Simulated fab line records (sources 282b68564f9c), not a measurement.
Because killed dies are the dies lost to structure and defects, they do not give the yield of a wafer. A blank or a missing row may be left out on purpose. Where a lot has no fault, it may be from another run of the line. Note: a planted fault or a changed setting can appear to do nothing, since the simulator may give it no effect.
A lot that was struck, set against a sound lot | flow ritCmos | 22 steps out of a route of 202
Sound: wafers L105.1, L105.5, L105.6. The struck wafers were L994.2, L994.3, L994.6. The cause comes at the end.
Each step with rows lists, per side, the tool, then ch with its chambers, then its first start. Under that, the readings that differ: sound wafers | struck wafers | difference of the means | sigmas: that difference in standard deviations of wafers without a fault.
alike: readings whose means differ by less than 2 such deviations, and words and numbers that are the same on both sides. not compared: withheld readings, readings that some wafer has no value for, bounds like >300 that may hide the same value, and numbers for which the record gives no deviation and whose values overlap.
Wherever a step has rows on one side only, a row that says differs or no value, or a row with sigmas, the two part there. Numbers that have no deviation but don't overlap get no sigmas and don't part them. A reading that every wafer of one side lacks parts them only if that side has two wafers or more.

first, 2 steps without rows for these wafers: RIT_NSD_HARDBAKE_07 (time 60 s); RIT_NSD_IMPLANT_08.
RIT_NSD_STRIP_09: strips in O2, time 180 s.
  sound on plasmaAsher-03 ch 0,1, day 7 14:47; struck on plasmaAsher-02 ch 1, day 5 03:41
  alike: drypumpMotorCurrentA
  not compared: rfHoursCounterH
RIT_NSD_TW_MEAS_10:
  sound: filmMetro-02 at day 7 14:57; struck: filmMetro-04 at day 5 03:52
reading | sound          | struck         | difference | sigmas
NSD_TW  | 3182 3190 3196 | 3132 3123 3127 | -62        | -2
then, 6 steps without rows for these wafers: RIT_PSD_HMDS_00 (prime time 60 s); RIT_PSD_COAT_01 (resist thk 1000 nm); RIT_PSD_SOFTBAKE_02 (time 60 s); RIT_PSD_EXPOSE_03 (exposes mask M10, target cd 40900 nm); RIT_PSD_PEB_04; RIT_PSD_DEVELOP_05 (develop time 50 s).
RIT_PSD_OVL_MEAS_06:
  sound: overlay-02 at day 7 15:52; struck: overlay-01 at day 5 04:47
  alike: PSD_OVL
then, 1 step without rows for these wafers: RIT_PSD_HARDBAKE_07 (time 60 s).
RIT_PSD_IMPLANT_08:
  sound on implanter-01 ch 0, day 7 16:03; struck on implanter-02 ch 0, day 5 04:59
reading                  | sound                | struck               | difference | sigmas
beamEnergyKeV            | 27.006 27.002 27.015 | 18.891 18.907 18.910 | -8.105     | -99 or more
model.implant.rpNm (nm)  | 20.93 20.93 20.93    | 16.45 16.45 16.45    | -4.48      | 
model.implant.drpNm (nm) | 12.05 12.05 12.05    | 9.371 9.371 9.371    | -2.679     | 
  alike: faradayCurrentUA
RIT_PSD_STRIP_09: strips in O2, time 180 s.
  sound on plasmaAsher-03 ch 0,1, day 7 16:12; struck on plasmaAsher-03 ch 0,1, day 5 05:07
  alike: drypumpMotorCurrentA
  not compared: rfHoursCounterH
RIT_PSD_TW_MEAS_10:
  sound: filmMetro-02 at day 7 16:22; struck: filmMetro-01 at day 5 05:17
reading | sound          | struck         | difference | sigmas
PSD_TW  | 3448 3476 3458 | 3115 3123 3122 | -341       | -15
then, 3 steps without rows for these wafers: RIT_SDANNEAL_CLEAN_00 (cleans in SC1, time 600 s); RIT_SDANNEAL_CLEAN_01 (cleans in dHF, time 30 s); RIT_SDANNEAL_CLEAN_02 (cleans in SC2, time 600 s).
RIT_SDANNEAL_RTA_03: time 5 s.
  sound on rtpAnneal-01 ch 0, day 7 16:48; struck on rtpAnneal-02 ch 0, day 5 05:43
  alike: wafer_temp_C_max
RIT_SDANNEAL_RS_MEAS_04: the measuring method here is four-point-probe.
  sound: filmMetro-01 at day 7 16:52; struck: filmMetro-02 at day 5 05:47
reading         | sound                | struck               | difference | sigmas
PSD_RS (ohm/sq) | 116.41 116.16 116.37 | 138.21 138.36 138.29 | +21.97     | +85
RIT_SDANNEAL_RS_MEAS_05: the measuring method here is four-point-probe.
  sound: filmMetro-01 at day 7 16:59; struck: filmMetro-02 at day 5 05:55
  alike: NSD_RS
RIT_M1_PROBE_99:
  sound: prober-02 at day 8 00:17; struck: prober-01 at day 5 13:10
reading                             | sound             | struck              | difference | sigmas
model.etest.contactPplus.endOhmUm   | 45.31 46.07 47.25 | 59.77 59.63 60.26   | +13.68     | 
model.etest.diodePplusNwell.bvV (V) | 6.452 6.461 6.486 | 6.309 6.226 6.279   | -0.195     | 
model.etest.vpnp.gain               | 1.001 0.9881 1    | 0.8285 0.8415 0.838 | -0.1604    | 
model.etest.diodePplusNwell.cjFfUm2 | 1.771 1.76 1.753  | 1.88 1.865 1.867    | +0.11      | 
model.etest.diodePplusComb.cjFfUm2  | 2.053 2.051 2.06  | 2.162 2.161 2.164   | +0.108     | 
model.etest.pmos_0p15.bvV (V)       | 5.596 5.649 5.606 | 5.541 5.495 5.556   | -0.086     | 
  alike: killedAtContacts, killedAtFrontEnd, killedDies, killedOpen, killedShort
  not compared: model.etest.nwellPinched.rsOhmSq, model.etest.pmos_0p15.junctionLog10AUm

WHERE THEY PART
Last at RIT_SDANNEAL_RS_MEAS_04 as far as this record goes, first at RIT_NSD_TW_MEAS_10. Later steps at which nothing parts them and some readings are alike: RIT_SDANNEAL_RS_MEAS_05, RIT_M1_PROBE_99.

WHY: what had been put in by the simulator
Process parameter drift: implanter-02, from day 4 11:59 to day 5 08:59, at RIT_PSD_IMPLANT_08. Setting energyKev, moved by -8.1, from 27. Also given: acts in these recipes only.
